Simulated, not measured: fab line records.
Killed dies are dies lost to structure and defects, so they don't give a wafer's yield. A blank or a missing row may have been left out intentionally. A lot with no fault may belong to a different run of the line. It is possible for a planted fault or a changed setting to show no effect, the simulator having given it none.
Split-lot study    flow rit_cmos    23 wafers read from 5 lots, route of 202 steps

## THE SPLIT
At RIT_GATE_DEVELOP_15 (develop time 50 s), the setting dev_temp_c was moved away from the recipe's 23 C on 8 of the 23 wafers read, by -16.3% to +8.9%. This setting was run at the recipe's value on the other wafers.

## FROM THE SPLIT TO THE READING: what the file shows between them, 19 steps
- RIT_GATE_HARDBAKE_18: time 60 s
- RIT_GATE_ETCH_19: etches poly-Si in SF6/CHF3/O2, stops on SiO2, time 165 s, target depth 312.5 nm
- RIT_NLDD_COAT_01: resist thk 1000 nm (also split here: resist_thk_nm)
- RIT_NLDD_SOFTBAKE_02: time 60 s
- RIT_NLDD_EXPOSE_03: exposes mask M7, target cd 40700 nm
- RIT_NLDD_DEVELOP_05: develop time 50 s
- RIT_NLDD_HARDBAKE_07: time 60 s
- RIT_PLDD_IMPLANT_08 (also split here: dose_cm2)
- RIT_PLDD_STRIP_09: strips in O2, time 180 s
- RIT_PLDD_TW_MEAS_10
- RIT_NSD_IMPLANT_08 (also split here: energy_kev)
- RIT_NSD_STRIP_09: strips in O2, time 180 s
- RIT_NSD_TW_MEAS_10
- RIT_SDANNEAL_CLEAN_02: cleans in SC2, time 600 s (also split here: time_s)
- RIT_SDANNEAL_RTA_03: time 5 s
- RIT_SDANNEAL_RS_MEAS_06: measures by four-point-probe
- RIT_SILICIDE_SPUTTER_01: material Ti, target thk 30 nm, time 240 s (also split here: power_w)
- RIT_SILICIDE_RS_MEAS_02: measures by four-point-probe
- RIT_SILICIDE_THK_MEAS_03: measures by xrf

## THE READING
etest.nmos_0p15.drive_ua_um (the simulator's own value, which no gauge read), at RIT_M1_PROBE_99. No usual value for it is given in the file. Average 497.9, standard deviation 21, over the 15 wafers here run with the recipe.

wafer   tool, chamber at the split  dev_temp_c as run, C  against the recipe  etest.nmos_0p15.drive_ua_um  against lot-mates on the recipe
L075.1  litho_track-04, 0           20.02                 -13.0%              601.2                        +90.0
L075.2  litho_track-04, 0           23                    recipe              518.5                        -
L075.3  litho_track-04, 0           23                    recipe              504                          -
L075.5  litho_track-04, 0           20.02                 -13.0%              595.5                        +84.2
L075.6  litho_track-04, 0           20.02                 -13.0%              592.5                        +81.2
L076.1  litho_track-03, 0           19.25                 -16.3%              580.2                        +127.8
L076.2  litho_track-03, 0           19.25                 -16.3%              566.7                        +114.3
L076.4  litho_track-03, 0           23                    recipe              466.4                        -
L076.5  litho_track-03, 0           19.25                 -16.3%              568.7                        +116.3
L076.6  litho_track-03, 0           23                    recipe              438.5                        -
L077.1  litho_track-01, 0           23                    recipe              495                          -
L077.2  litho_track-01, 0           23                    recipe              507.4                        -
L077.4  litho_track-01, 0           23                    recipe              504.3                        -
L077.5  litho_track-01, 0           25.04                 +8.9%               457.7                        -44.5
L077.6  litho_track-01, 0           25.04                 +8.9%               458.1                        -44.1
L081.1  litho_track-03, 0           23                    recipe              514                          -
L081.3  litho_track-03, 0           23                    recipe              518.6                        -
L081.4  litho_track-03, 0           23                    recipe              505.4                        -
L081.5  litho_track-03, 0           23                    recipe              513.4                        -
L081.6  litho_track-03, 0           23                    recipe              516.8                        -
L082.1  litho_track-04, 0           23                    recipe              494.3                        -
L082.4  litho_track-04, 0           23                    recipe              488.1                        -
L082.6  litho_track-04, 0           23                    recipe              483.8                        -

THE FIT
A straight line over all 23 wafers: etest.nmos_0p15.drive_ua_um changes by -5.48 for each +1% of dev_temp_c; r = -0.89; the points scatter about the line by 22.
The same after taking each lot's own level away (the mean of its wafers on the recipe; 23 wafers): -6.7 for each +1%; r = -0.99; scatter 8.5.
On that fit, the largest move of dev_temp_c shifts the reading by 1.1e+02.
Across the lots, their own levels run from 452.45 to 513.64, a range of 2.9 times the standard deviation given above.
Hence the slope depends on the lot-to-lot level, as the two fits are not the same.
Check: +108 against its lot-mates is what the line predicts for one of the wafers moved furthest among these (-16.3%) when that wafer is left out of the fit. Against them it came out at +128.

## OTHER SPLITS ON THESE WAFERS
Note: prior to the reading, these wafers also went through further splits. Each is held against what the fit with the lots' levels taken away leaves over:
other split on the same wafers   wafers away from the commonest value  r with etest.nmos_0p15.drive_ua_um (lot level and that fit taken away)
RIT_GATE_OXIDATION_05 temp_c     13                                    +0.22
RIT_GATE_CVD_08 sih4_flow_sccm   15                                    +0.10
RIT_NLDD_COAT_01 resist_thk_nm   11                                    -0.03
RIT_PLDD_IMPLANT_08 dose_cm2     7                                     -0.21
RIT_NSD_IMPLANT_08 energy_kev    9                                     -0.25
RIT_SDANNEAL_CLEAN_02 time_s     15                                    -0.12
RIT_SILICIDE_SPUTTER_01 power_w  8                                     -0.44

## THE WHOLE CHAIN: every reading that the file lists as answering this split, in the file's order
step             what it does  reading                                                                         change (the file's fit)            r (the file's)
RIT_M1_PROBE_99                etest.pmos_0p3.r_on_ohm_um (the simulator's own value, which no gauge read)     +36.6 for each +1% of the setting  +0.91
RIT_M1_PROBE_99                etest.pmos_0p15.r_on_ohm_um (the simulator's own value, which no gauge read)    +34 for each +1% of the setting    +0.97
RIT_M1_PROBE_99                etest.pmos_turned.r_on_ohm_um (the simulator's own value, which no gauge read)  +35.1 for each +1% of the setting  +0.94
RIT_M1_PROBE_99                etest.nmos_0p3.r_on_ohm_um (the simulator's own value, which no gauge read)     +10.9 for each +1% of the setting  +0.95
RIT_M1_PROBE_99                etest.nmos_0p15.r_on_ohm_um (the simulator's own value, which no gauge read)    +10.6 for each +1% of the setting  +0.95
RIT_M1_PROBE_99                etest.nmos_0p15.drive_ua_um (the simulator's own value, which no gauge read)    -6.72 for each +1% of the setting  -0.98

## FILE'S OWN FIT
etest.nmos_0p15.drive_ua_um changes by -6.72 for each +1% of dev_temp_c, r = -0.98.
